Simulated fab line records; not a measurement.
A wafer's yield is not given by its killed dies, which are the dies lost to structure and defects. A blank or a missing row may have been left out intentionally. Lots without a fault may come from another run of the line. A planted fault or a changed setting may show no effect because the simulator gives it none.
fab line records -- flow rit_cmos
[record] lots = 14, wafers = 42, last_day = 8
route steps=202 shown PRETRO@72
lots that met no fault: taken from a fault-free run of the same line
start_h: the number of hours between the record's first day and the start of the first shown wafer of the lot -- wait_h: time in hours since the lot's previous step -- " identical to the entry in the row above -- L1.1+2: one row covering several wafers at once -- - either no value or no given start -- * or withheld: withheld -- < > ~ a bound
route shown NAME@n: NAME is a module with steps in the file, n the number in the route of the first one -- usual: mean/standard deviation of fault-free wafers -- same: alike in all rows -- chamber/n: place in a boat -- sites: the reading at each site -- _std_site: how widely they spread, as a standard deviation -- _edge_site: outer sites' mean less inner sites' -- radius_mm: for every site, how far away it sits from the centre of the wafer -- mask NAME#n: copy n -- behind: the most recent tool/chamber to have shaped the wafer -- hold: the reason the lot was held/the length of the hold in hours/how it ended -- device: names the non-switching transistor (n, p or np) -- end of line: tests of these same wafers at the route's end -- a step without rows: its recipe alone -- killed: at the first sort, the dies lost to defects and structure; wafer yield is something else -- map: shows each die of a wafer: x if killed, . if not, _ if none is there
set.NAME: the setting that was run; set.NAME@STEP: the one run at that earlier step -- model.NAME: the simulator's own value behind a step, which no gauge read
the route's steps for a sample of lots (tables are steps, rows are wafers)
services: when a tool's chamber went out of use (start_h, in hours from the record's first day, below 0 if earlier), for how many hours, and the reason
[[steps]]
[step RIT_PRETRO_IMPLANT_08]
[recipe] species = B, energy_kev = 45, dose_cm2 = 1.2e+13, tilt_deg = 7
[usual] dose_ions_cm2 = 1.2003e+13/1.2e+10, faraday_current_uA = 38.1/0.76
lot.wafer,tool,chamber,start_h,wait_h,dose_ions_cm2,faraday_current_uA
L461.2,implanter-03,0,37.62,0.2,1.1997e+13,37.7
L461.3,implanter-03,0,37.62,0.2,1.1991e+13,37.8
L461.5,implanter-03,0,37.62,0.2,1.2013e+13,37.3
L462.2,implanter-01,0,42.83,0.2,1.1999e+13,37.8
L462.4,implanter-01,0,42.83,0.2,1.2022e+13,38.5
L462.5,implanter-01,0,42.83,0.2,1.2009e+13,39.1
L463.2,implanter-04,0,52.76,0.2,1.2012e+13,39.3
L463.4,implanter-04,0,52.76,0.2,1.2003e+13,38.5
L463.6,implanter-04,0,52.76,0.2,1.2002e+13,37.9
L466.3,implanter-03,0,67.43,0.2,1.2035e+13,38.0
L466.4,implanter-03,0,67.43,0.2,1.2002e+13,38.0
L466.5,implanter-03,0,67.43,0.2,1.2016e+13,39.1
L467.1,implanter-03,0,70.98,0.2,1.1999e+13,38.6
L467.2,implanter-03,0,70.98,0.2,1.2028e+13,37.9
L467.6,implanter-03,0,70.98,0.2,1.202e+13,37.5
L470.3,implanter-04,0,85.32,0.2,1.2001e+13,38.7
L470.4,implanter-04,0,85.32,0.2,1.2008e+13,38.7
L470.6,implanter-04,0,85.32,0.2,1.1995e+13,39.1
L472.3,implanter-03,0,96.19,0.2,8.057e+12,25.5
L472.4,implanter-03,0,96.19,0.2,8.055e+12,25.5
L472.5,implanter-03,0,96.19,0.2,8.044e+12,25.8
L473.1,implanter-03,0,100.78,0.2,8.047e+12,26.0
L473.5,implanter-03,0,100.78,0.2,8.027e+12,25.0
L473.6,implanter-03,0,100.78,0.2,8.048e+12,24.1
L474.3,implanter-01,0,106.76,0.2,1.2003e+13,38.7
L474.4,implanter-01,0,106.76,0.2,1.2024e+13,39.6
L474.6,implanter-01,0,106.76,0.2,1.1977e+13,38.3
L475.1,implanter-01,0,109.43,0.2,1.1993e+13,37.7
L475.2,implanter-01,0,109.43,0.2,1.2e+13,37.8
L475.3,implanter-01,0,109.43,0.2,1.1988e+13,40.2
L479.4,implanter-04,0,136.87,0.2,1.198e+13,39.2
L479.5,implanter-04,0,136.87,0.2,1.1982e+13,39.4
L479.6,implanter-04,0,136.87,0.2,1.2008e+13,38.0
L480.1,implanter-01,0,142.81,0.2,1.2013e+13,39.3
L480.4,implanter-01,0,142.81,0.2,1.2013e+13,37.5
L480.6,implanter-01,0,142.81,0.2,1.2e+13,38.9
L482.2,implanter-01,0,154.31,0.2,1.1993e+13,39.5
L482.3,implanter-01,0,154.31,0.2,1.2039e+13,38.3
L482.6,implanter-01,0,154.31,0.2,1.2004e+13,36.8
L483.2,implanter-01,0,159.49,0.2,1.1993e+13,39.0
L483.3,implanter-01,0,159.49,0.2,1.1989e+13,38.6
L483.5,implanter-01,0,159.49,0.2,1.199e+13,38.0
[step RIT_PRETRO_TW_MEAS_10]
[usual] PRETRO_TW = 471/4.5
lot.wafer,tool,chamber,start_h,wait_h,PRETRO_TW
L461.2,film_metro-02,-,37.93,0.1,475
L461.3,film_metro-02,-,37.93,0.1,475
L461.5,film_metro-02,-,37.93,0.1,478
L462.2,film_metro-01,-,43.14,0.1,468
L462.4,film_metro-01,-,43.14,0.1,471
L462.5,film_metro-01,-,43.14,0.1,468
L463.2,film_metro-02,-,53.07,0.1,473
L463.4,film_metro-02,-,53.07,0.1,476
L463.6,film_metro-02,-,53.07,0.1,477
L466.3,film_metro-01,-,67.72,0.1,465
L466.4,film_metro-01,-,67.72,0.1,464
L466.5,film_metro-01,-,67.72,0.1,467
L467.1,film_metro-01,-,71.30,0.1,468
L467.2,film_metro-01,-,71.30,0.1,465
L467.6,film_metro-01,-,71.30,0.1,465
L470.3,film_metro-01,-,85.62,0.1,467
L470.4,film_metro-01,-,85.62,0.1,463
L470.6,film_metro-01,-,85.62,0.1,464
L472.3,film_metro-01,-,96.48,0.1,414
L472.4,film_metro-01,-,96.48,0.1,413
L472.5,film_metro-01,-,96.48,0.1,412
L473.1,film_metro-02,-,101.11,0.1,419
L473.5,film_metro-02,-,101.11,0.1,419
L473.6,film_metro-02,-,101.11,0.1,419
L474.3,film_metro-02,-,107.05,0.1,474
L474.4,film_metro-02,-,107.05,0.1,476
L474.6,film_metro-02,-,107.05,0.1,476
L475.1,film_metro-01,-,109.76,0.1,467
L475.2,film_metro-01,-,109.76,0.1,465
L475.3,film_metro-01,-,109.76,0.1,467
L479.4,film_metro-01,-,137.15,0.1,468
L479.5,film_metro-01,-,137.15,0.1,469
L479.6,film_metro-01,-,137.15,0.1,467
L480.1,film_metro-02,-,143.13,0.1,478
L480.4,film_metro-02,-,143.13,0.1,476
L480.6,film_metro-02,-,143.13,0.1,478
L482.2,film_metro-01,-,154.62,0.1,463
L482.3,film_metro-01,-,154.62,0.1,463
L482.6,film_metro-01,-,154.62,0.1,467
L483.2,film_metro-01,-,159.80,0.1,468
L483.3,film_metro-01,-,159.80,0.1,464
L483.5,film_metro-01,-,159.80,0.1,465
[[services]]
tool,chamber,start_h,hours,kind
implanter-03,-,15.53,19.5,pm
implanter-01,-,70.07,1.7,repair
implanter-04,-,87.31,2.3,repair
implanter-03,-,108.03,3.6,pm
[[key]]
[first_sign] step = RIT_PRETRO_IMPLANT_08, reading = dose_ions_cm2, direction = down, sigmas = 99+, usual = 1.2003e+13, struck = 8.046e+12
[effect] step = RIT_PRETRO_IMPLANT_08, reading = faraday_current_uA, direction = down, sigmas = 17, usual = 38.1, struck = 25.3
[effect] step = RIT_PRETRO_TW_MEAS_10, reading = PRETRO_TW, direction = down, sigmas = 12, usual = 471, struck = 416
met_at RIT_PRETRO_IMPLANT_08
struck_lots L472,L473
tester_left_out L472,L473
onset_between 70.98 96.19
[fault] kind = process_parameter_drift, tool = implanter-03, chamber = -, onset_h = 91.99, steps = RIT_PRETRO_IMPLANT_08, channel = dose_cm2, offset = -3.96e+12, shape = step, end_h = 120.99, acts_in = these_recipes_only, stated = 1.2e+13
// tester_left_out: of these lots the tester's yield and bins aren't shown, on N5 and GAA mostly nor the transistor test; their killed dies are dies lost to structure and defects alone, not to doping, threshold or leakage, so they don't give the yield
